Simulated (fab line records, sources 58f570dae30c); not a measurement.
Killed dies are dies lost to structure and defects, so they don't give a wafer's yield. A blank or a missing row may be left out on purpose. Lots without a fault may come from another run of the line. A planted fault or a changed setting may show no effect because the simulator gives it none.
Problem report in the 8D (eight disciplines) form, filled by code | flow berkeley_cmos170 | the parts of the form that need people (team, actions taken, sign-off) are left out

1. THE PROBLEM
wafer_temp_C_max at UCB170_CONTACT_RTA_08 reads a mean of 924.3 on 6 wafers of 2 lots; wafers without a fault read 904.3 with a standard deviation of 0.91. That is +22 standard deviations from the usual mean.
The step: time 10 s.
First seen on wafer L490.4, day 12 17:39, on rtp_anneal-02. The record holds 42 wafers of 14 lots with a number at this step. Rule for "out", or "out of limits": more than 4 standard deviations from the usual mean. The other wafers with a number count as sound.

2. WHAT IT IS AND WHAT IT IS NOT
question                    | is                     | is not
which readings at this step | wafer_temp_C_max       | lamp_power_pct
which lots                  | L489, L490             | L468, L469, L470, L472, L474, L475, L477, L478, L480, L481, L483, L484
which wafers of those lots  | all that have a number | -
read on which tools         | rtp_anneal-02          | rtp_anneal-01
when                        | from day 12 17:39      | up to then (36 sound wafers)

3. SUSPECTS, AND WHAT RULES EACH OUT
Counting: a tool at a process step up to the reading stays a suspect if it ran every lot that is out and no sound lot after the first of them.
- rtp_anneal-02 at UCB170_CONTACT_RTA_08 (time 10 s): kept. It ran every lot that is out, first L490 (day 12 17:39), and no sound lot after that; its last sound lot up to then is L483 (day 11 12:11). Its own readings are out on those wafers: wafer_temp_C_max.
Left after counting: rtp_anneal-02 at UCB170_CONTACT_RTA_08.

4. THE CAUSE (what the simulator had put in)
Process parameter drift: rtp_anneal-02, from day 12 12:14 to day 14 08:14, at UCB170_CONTACT_RTA_08. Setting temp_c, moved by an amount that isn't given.
Counting left only this tool.

5. THE CHAIN OF EFFECTS, in route order
Each row: a reading whose mean over the struck wafers that have a number lies more than 3 standard deviations from the usual. Only readings for which the record gives a usual standard deviation are gone through. hours: the time from each lot's start at the first step in this table that gives one to its start at this step, as a median over the lots. sigmas: the change in usual standard deviations.
hours | step                  | reading          | usual | on struck wafers | change | sigmas
0     | UCB170_CONTACT_RTA_08 | wafer_temp_C_max | 904.3 | 924.3            | +20.0  | +22
The process steps in it:
- UCB170_CONTACT_RTA_08: time 10 s.

6. WHAT WOULD HAVE CAUGHT IT SOONER
In this record the first reading out of limits was taken at day 12 17:39, 5 hours after the fault began at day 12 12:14.
